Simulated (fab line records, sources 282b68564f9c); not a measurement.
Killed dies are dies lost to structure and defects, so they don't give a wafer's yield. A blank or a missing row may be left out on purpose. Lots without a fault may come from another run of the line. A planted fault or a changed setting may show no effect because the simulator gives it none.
A struck lot beside a sound one | flow rit_cmos | 28 steps out of a route of 202
Sound: wafers L145.1, L145.3, L145.4. Struck: wafers L152.2, L152.3, L152.5. The cause comes at the end.
At each step with rows: each side's tool, then ch and its chambers, then its first start. Under that, the readings that differ: sound wafers | struck wafers | difference of the means | sigmas: that difference in standard deviations of wafers without a fault.
alike: readings whose means differ by less than 2 such deviations, and words and numbers that are the same on both sides. not compared: withheld readings, readings that some wafer has no value for, bounds like >300 that may hide the same value, and numbers for which the record gives no deviation and whose values overlap.
The two part at a step that has a row with sigmas, a row that says differs or no value, or rows on one side only. Numbers that don't overlap but have no deviation are shown without sigmas and don't part them. A reading that every wafer of one side lacks parts them only if that side has two wafers or more.

RIT_ACTIVE_BOW_MEAS_00:
  sound on film_metro-02, day 1 20:00; struck on film_metro-04, day 3 07:01
  alike: INCOMING_BOW
RIT_ACTIVE_OXIDATION_01: target thk 46.8 nm, ox time 3360 s.
  sound on furnace-01 ch 0, day 1 20:44; struck on furnace-01 ch 0, day 3 08:01
  reading                                       | sound                | struck            | difference | sigmas
  spike_tc_centre_C (C)                         | 1003.2 1000.4 1002.8 | 989.3 991.3 988.9 | -12.3      | -10
  spike_tc_load_C (C)                           | 1019 1019 1020       | 1008 1007 1007    | -12        | -3
  spike_tc_source_C (C)                         | 1028 1028 1028       | 1015 1016 1017    | -12        | -4
  tube_center_temp_C (C)                        | 1000 999.95 1000.1   | 988.2 988.07 988  | -11.9      | -99 or more
  tube_center_temp_C_max                        | 1002.7 1002.6 1001.9 | 990.8 990.5 990.6 | -11.8      | -31
  model.SiO2_of_ACTIVE_OXIDATION_01.thk_nm (nm) | 45.85 47.09 46.3     | 41.53 41.68 40.92 | -5.04      |
  alike: zone_power_source_pct
RIT_ACTIVE_THK_MEAS_02:
  sound on film_metro-02, day 1 22:40; struck on film_metro-04, day 3 09:57
  reading               | sound          | struck         | difference | sigmas
  ACTIVE_OXIDE_THK (nm) | 45.8 47.0 46.3 | 41.5 41.6 40.9 | -5.0       | -6
then, 1 step without rows for these wafers: RIT_ACTIVE_CVD_03 (deposits Si3N4 from SiH2Cl2/NH3, target thk 150 nm, time 1500 s).
RIT_ACTIVE_THK_MEAS_04:
  sound on film_metro-03, day 2 00:08; struck on film_metro-04, day 3 11:26
  reading                 | sound             | struck            | difference | sigmas
  ACTIVE_NITRIDE_THK (nm) | 148.1 147.6 149.0 | 150.9 150.9 152.1 | +3.1       | +2
then, 6 steps without rows for these wafers: RIT_ACTIVE_HMDS_05 (prime time 60 s); RIT_ACTIVE_COAT_06 (resist thk 1000 nm); RIT_ACTIVE_SOFTBAKE_07 (time 60 s); RIT_ACTIVE_EXPOSE_08 (exposes mask M1, target cd 1400 nm); RIT_ACTIVE_PEB_09; RIT_ACTIVE_DEVELOP_10 (develop time 50 s).
RIT_ACTIVE_CD_MEAS_11: target cd 1400 nm.
  sound on cd_sem-01, day 2 01:24; struck on cd_sem-01, day 3 12:21
  reading    | sound                | struck               | difference | sigmas
  cd_nm (nm) | 1394.7 1394.9 1396.8 | 1401.8 1402.6 1401.7 | +6.6       | +3
then, 1 step without rows for these wafers: RIT_ACTIVE_HARDBAKE_12 (time 60 s).
RIT_ACTIVE_ETCH_13: etches Si3N4 in SF6, stops on SiO2, time 210 s, target depth 210 nm.
  sound on rie_diel-01 ch 0,2,3, day 2 01:46; struck on rie_diel-04 ch 1,2,3, day 3 12:36
  alike: SF6_flow_sccm, chamber_pressure_mTorr, drypump_motor_current_A, oes_product_au, throttle_valve_pct
  not compared: rf_hours_counter_h
RIT_ACTIVE_STRIP_14: strips in O2, time 180 s.
  sound on plasma_asher-02 ch 0,1, day 2 01:53; struck on plasma_asher-03 ch 0,1, day 3 12:44
  alike: chamber_pressure_mTorr, drypump_motor_current_A, rf_refl_power_W
  not compared: rf_hours_counter_h
RIT_ACTIVE_CD_MEAS_90: target cd 1400 nm.
  sound on cd_sem-02, day 2 02:04; struck on cd_sem-02, day 3 12:55
  reading    | sound                | struck               | difference | sigmas
  cd_nm (nm) | 1394.1 1395.0 1396.4 | 1401.7 1403.0 1402.0 | +7.1       | +3
then, 4 steps without rows for these wafers: RIT_ACTIVE_CLEAN_15 (cleans in SC1, time 600 s); RIT_ACTIVE_CLEAN_16 (cleans in dHF, time 30 s); RIT_ACTIVE_CLEAN_17 (cleans in SC2, time 600 s); RIT_FOX1_OXIDATION_00 (target thk 350.7 nm, ox time 1130 s).
RIT_FOX1_THK_MEAS_01:
  sound on film_metro-01, day 2 04:41; struck on film_metro-01, day 3 15:49
  alike: FOX1_OXIDE_THK
then, 2 steps without rows for these wafers: RIT_FOX1_WET_ETCH_02 (etches SiO2 in BOE, target depth 350 nm, time 390 s); RIT_FOX2_OXIDATION_00 (target thk 350.7 nm, ox time 1130 s).
RIT_FOX2_THK_MEAS_01:
  sound on film_metro-04, day 2 07:27; struck on film_metro-04, day 3 19:54
  alike: FOX2_OXIDE_THK
then, 1 step without rows for these wafers: RIT_FOX2_CLEAN_02 (cleans in dHF, time 180 s).
RIT_FOX2_WET_ETCH_03: etches Si3N4 in H3PO4, target depth 195 nm, time 2700 s.
  sound on wet_bench-02 ch 0, day 2 07:34; struck on wet_bench-02 ch 2, day 3 20:01
  reading                                       | sound             | struck            | difference | sigmas
  model.SiO2_of_ACTIVE_OXIDATION_01.thk_nm (nm) | 40.35 41.58 41.24 | 36.67 36.81 36.13 | -4.52      |
RIT_FOX2_THK_MEAS_90:
  sound on film_metro-02, day 2 08:23; struck on film_metro-02, day 3 20:47
  alike: FIELD_OXIDE_LEFT_1_THK
RIT_M1_PROBE_99:
  sound on prober-02, day 4 03:32; struck on prober-01, day 5 11:38
  reading                             | sound             | struck            | difference | sigmas
  model.etest.nldd.width_nm (nm)      | 3195 3177 3207    | 3243 3215 3233    | +37        |
  model.etest.pldd.width_nm (nm)      | 3211 3204 3193    | 3255 3242 3241    | +43        |
  model.etest.nplus_sal.width_nm (nm) | 3475 3445 3475    | 3488 3482 3481    | +19        |
  model.etest.pplus_sal.width_nm (nm) | 3458 3453 3463    | 3489 3472 3485    | +24        |
  model.etest.nmos_narrow.drive_ua_um | 230.1 231.1 230.4 | 251.9 251.1 250.1 | +20.5      |
  alike: killed_at_contacts, killed_at_front_end, killed_dies, killed_open, killed_short

WHERE THEY PART
First at RIT_ACTIVE_OXIDATION_01; last, within this record, at RIT_ACTIVE_CD_MEAS_90. Later steps at which nothing parts them and some readings are alike: RIT_FOX1_THK_MEAS_01, RIT_FOX2_THK_MEAS_01, RIT_FOX2_THK_MEAS_90, RIT_M1_PROBE_99.

WHY: what the simulator had put in
Process parameter drift: furnace-01, from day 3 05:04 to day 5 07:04, at RIT_ACTIVE_OXIDATION_01. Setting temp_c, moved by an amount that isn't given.
